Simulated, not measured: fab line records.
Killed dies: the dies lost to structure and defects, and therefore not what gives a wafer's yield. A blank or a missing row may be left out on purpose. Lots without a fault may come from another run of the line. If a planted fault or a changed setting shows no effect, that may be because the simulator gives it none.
Which tool is to blame? -- flow berkeleyCmos170 -- 15 lots, 45 wafers sampled, at 6 steps of a route of 331

## WHAT THE GAUGES SHOWED, per wafer
UCB170_WELLDRIVE_THK_MEAS_02. Usual: WELLDRIVE_OXIDE_THK gives 199 nm (standard deviation 4.3).
lot,measured,on,WELLDRIVE_OXIDE_THK (nm),flag
L673,day 3 20:37,filmMetro-03,195 200 194,
L674,day 4 06:40,filmMetro-03,204 203 201,
L675,day 4 12:40,filmMetro-04,197 198 198,
L676,day 4 12:40,filmMetro-03,195 193 197,
L678,day 4 23:20,filmMetro-04,192 193 191,
L681,day 5 20:02,filmMetro-04,196 196 200,
L684,day 6 05:20,filmMetro-02,199 200 201,
L685,day 6 17:53,filmMetro-04,198 196 200,
L688,day 7 04:14,filmMetro-02,204 204 202,
L687,day 7 04:14,filmMetro-03,201 198 200,
L690,day 8 01:58,filmMetro-02,202 203 202,
L692,day 8 13:33,filmMetro-04,200 203 202,
L691,day 8 13:34,filmMetro-02,203 206 208,
L693,day 9 04:07,filmMetro-03,194 194 194,
L694,day 9 04:08,filmMetro-04,194 193 196,

UCB170_PFIELD_OVL_MEAS_06. Usual: PFIELD_OVL gives -3 nm (standard deviation 4.8).
lot,measured,on,PFIELD_OVL (nm),flag
L673,day 4 16:39,overlay-02,-4 5 -2,
L674,day 5 00:58,overlay-01,0 5 3,
L675,day 5 13:38,overlay-02,-2 -1 -1,
L676,day 5 13:55,overlay-01,-14 -9 -1,
L678,day 5 21:25,overlay-01,-2 -6 -7,
L681,day 7 05:03,overlay-01,1 3 -1,
L684,day 7 16:32,overlay-01,-1 -1 -2,
L685,day 8 04:52,overlay-02,-2 -5 4,
L688,day 8 16:20,overlay-02,-5 -7 -5,
L687,day 8 16:28,overlay-01,0 -4 1,
L690,day 9 09:04,overlay-01,-5 -15 -4,
L692,day 9 20:40,overlay-02,3 -9 -7,
L691,day 9 20:52,overlay-01,-8 -8 -1,
L693,day 10 10:27,overlay-01,-4 -4 -1,
L694,day 10 10:47,overlay-01,0 1 3,

UCB170_PVT_TW_MEAS_09. Usual: PVT_TW gives 505 (standard deviation 4.6).
lot,measured,on,PVT_TW,flag
L673,day 6 11:07,filmMetro-01,503 503 506,
L674,day 7 01:59,filmMetro-04,508 510 511,
L675,day 7 19:54,filmMetro-04,509 508 509,
L676,day 7 20:23,filmMetro-03,502 499 503,
L678,day 7 20:08,filmMetro-01,506 504 505,
L681,day 9 13:42,filmMetro-01,30 30 30,OFF
L684,day 10 10:28,filmMetro-03,29 29 30,OFF
L685,day 10 09:58,filmMetro-04,30 30 30,OFF
L688,day 10 21:47,filmMetro-03,500 496 497,
L687,day 10 21:54,filmMetro-01,505 504 501,
L690,day 11 18:59,filmMetro-03,503 502 501,
L692,day 12 06:52,filmMetro-04,510 510 509,
L691,day 12 06:46,filmMetro-01,504 501 504,
L693,day 12 16:21,filmMetro-03,502 505 507,
L694,day 12 16:47,filmMetro-03,502 505 501,

UCB170_GATE_THK_MEAS_02. Usual: GATE_OXIDE_THK gives 6.59 nm (standard deviation 0.12).
lot,measured,on,GATE_OXIDE_THK (nm),flag
L673,day 6 22:40,filmMetro-03,6.44 6.40 6.32,
L674,day 7 11:35,filmMetro-04,6.65 6.66 6.67,
L675,day 8 08:49,filmMetro-04,6.49 6.56 6.52,
L676,day 8 08:53,filmMetro-02,6.61 6.56 6.55,
L678,day 8 08:50,filmMetro-03,6.52 6.67 6.69,
L681,day 9 22:08,filmMetro-04,6.51 6.66 6.62,
L684,day 10 19:10,filmMetro-02,6.47 6.50 6.60,
L685,day 10 19:07,filmMetro-04,6.55 6.60 6.60,
L688,day 11 06:27,filmMetro-03,6.56 6.57 6.72,
L687,day 11 06:28,filmMetro-02,6.46 6.37 6.25,
L690,day 12 02:20,filmMetro-04,6.69 6.75 6.73,
L692,day 12 12:48,filmMetro-04,6.62 6.62 6.73,
L691,day 12 12:49,filmMetro-03,6.70 6.77 6.68,
L693,day 13 00:40,filmMetro-04,6.71 6.71 6.66,
L694,day 13 00:41,filmMetro-03,6.68 6.62 6.76,

## EACH LOT AND THE TOOL THAT RAN IT (in order: tool; ch and the chambers of the sampled wafers; start)
lot,UCB170_NVT_STRIP_08,UCB170_PVT_STRIP_08
L673,"plasmaAsher-01 ch 0,1, day 6 09:19","plasmaAsher-03 ch 0,1, day 6 11:01"
L674,"plasmaAsher-01 ch 0,1, day 7 00:31","plasmaAsher-04 ch 0,1, day 7 01:52"
L675,"plasmaAsher-04 ch 0,1, day 7 18:17","plasmaAsher-04 ch 0,1, day 7 19:48"
L676,"plasmaAsher-04 ch 0,1, day 7 18:40","plasmaAsher-02 ch 0,1, day 7 20:17"
L678,"plasmaAsher-01 ch 0,1, day 7 18:26","plasmaAsher-03 ch 0,1, day 7 20:02"
L681,"plasmaAsher-03 ch 0,1, day 9 11:53","plasmaAsher-04 ch 0,1, day 9 13:36"
L684,"plasmaAsher-04 ch 0,1, day 10 05:20","plasmaAsher-04 ch 0,1, day 10 10:22"
L685,"plasmaAsher-03 ch 0,1, day 10 05:06","plasmaAsher-04 ch 0,1, day 10 09:52"
L688,"plasmaAsher-03 ch 0,1, day 10 18:53","plasmaAsher-02 ch 0,1, day 10 21:41"
L687,"plasmaAsher-03 ch 0,1, day 10 19:00","plasmaAsher-03 ch 0,1, day 10 21:47"
L690,"plasmaAsher-04 ch 0,1, day 11 17:23","plasmaAsher-02 ch 0,1, day 11 18:53"
L692,"plasmaAsher-04 ch 0,1, day 12 03:33","plasmaAsher-03 ch 0,1, day 12 06:46"
L691,"plasmaAsher-03 ch 0,1, day 12 03:20","plasmaAsher-04 ch 0,1, day 12 06:41"
L693,"plasmaAsher-04 ch 0,1, day 12 12:58","plasmaAsher-03 ch 0,1, day 12 16:15"
L694,"plasmaAsher-03 ch 0,1, day 12 13:30","plasmaAsher-03 ch 0,1, day 12 16:41"
- UCB170_NVT_STRIP_08: strips in O2.
- UCB170_PVT_STRIP_08: strips in O2.

## WHAT THE TOOLS THEMSELVES READ (means of the sampled wafers that have a number; where no wafer has one, the mark that the record gives instead)
UCB170_NVT_STRIP_08. Usual: chamberPressureMTorr 3500 mTorr, standard deviation 3.5; drypumpMotorCurrentA 5.8 A, standard deviation 0.41; oesProductAu 0.734 a.u., standard deviation 0.0045; stripTimeToEndpointS 21.61 s, standard deviation 0.058.
lot,tool,chamberPressureMTorr (mTorr),drypumpMotorCurrentA (A),oesProductAu (a.u.),stripTimeToEndpointS (s),flag
L673,plasmaAsher-01,3498,5.6,0.735,21.56,
L674,plasmaAsher-01,3501,5.6,0.738,21.65,
L675,plasmaAsher-04,3501,5.5,0.737,21.57,
L676,plasmaAsher-04,3498,5.4,0.736,21.62,
L678,plasmaAsher-01,3498,5.7,0.730,21.60,
L681,plasmaAsher-03,-,-,-,-,OFF
L684,plasmaAsher-04,-,-,-,-,OFF
L685,plasmaAsher-03,-,-,-,-,OFF
L688,plasmaAsher-03,3502,5.9,0.733,21.57,
L687,plasmaAsher-03,3497,6.1,0.740,21.65,
L690,plasmaAsher-04,3501,5.4,0.734,21.56,
L692,plasmaAsher-04,3498,5.5,0.737,21.64,
L691,plasmaAsher-03,3504,5.9,0.730,21.65,
L693,plasmaAsher-04,3496,5.5,0.731,21.56,
L694,plasmaAsher-03,3500,6.1,0.737,21.64,

UCB170_PVT_STRIP_08. Usual: chamberPressureMTorr 3500 mTorr, standard deviation 3.2; drypumpMotorCurrentA 5.7 A, standard deviation 0.35; oesProductAu 0.734 a.u., standard deviation 0.0047; stripTimeToEndpointS 21.61 s, standard deviation 0.056.
lot,tool,chamberPressureMTorr (mTorr),drypumpMotorCurrentA (A),oesProductAu (a.u.),stripTimeToEndpointS (s),flag
L673,plasmaAsher-03,3501,5.9,0.737,21.62,
L674,plasmaAsher-04,3502,5.5,0.739,21.63,
L675,plasmaAsher-04,3500,5.4,0.736,21.59,
L676,plasmaAsher-02,3499,5.8,0.736,21.59,
L678,plasmaAsher-03,3502,6.1,0.738,21.63,
L681,plasmaAsher-04,3502,5.5,0.742,47.83,OFF
L684,plasmaAsher-04,3502,5.5,0.742,47.70,OFF
L685,plasmaAsher-04,3500,5.4,0.735,47.87,OFF
L688,plasmaAsher-02,3504,5.8,0.737,21.53,
L687,plasmaAsher-03,3499,6.1,0.735,21.64,
L690,plasmaAsher-02,3501,5.7,0.730,21.65,
L692,plasmaAsher-03,3503,6.2,0.731,21.65,
L691,plasmaAsher-04,3500,5.5,0.732,21.55,
L693,plasmaAsher-03,3499,6.2,0.736,21.59,
L694,plasmaAsher-03,3502,5.9,0.731,21.65,

## THE ANSWER, worked out from the rows above alone
Rule: take the mean of a lot's wafers that have a number; if it is more than 3 standard deviations from the usual mean, the lot is off. Also off: a lot with no number at a reading for which 4 or more lots have one. The other lots that the step has rows for count as sound. The gauges are gone through in route order, then the tools' own readings, and for those a lot's mean is taken as printed above. At the first step where some lot is off, the reading lying furthest off is the one used; lots without a number count as furthest.
Off: L681, L684, L685, at UCB170_PVT_TW_MEAS_09 (PVT_TW).
A tool fits if, at a process step before that reading, it ran every lot that is off, and no sound lot after the first of them. Not tried: the gauges at UCB170_PVT_TW_MEAS_09; whatever is off there is also off at UCB170_NVT_STRIP_08, on other tools, and gauge error can't account for it. Not one of the candidates tried fits.

## WHAT WAS PUT IN BY THE SIMULATOR
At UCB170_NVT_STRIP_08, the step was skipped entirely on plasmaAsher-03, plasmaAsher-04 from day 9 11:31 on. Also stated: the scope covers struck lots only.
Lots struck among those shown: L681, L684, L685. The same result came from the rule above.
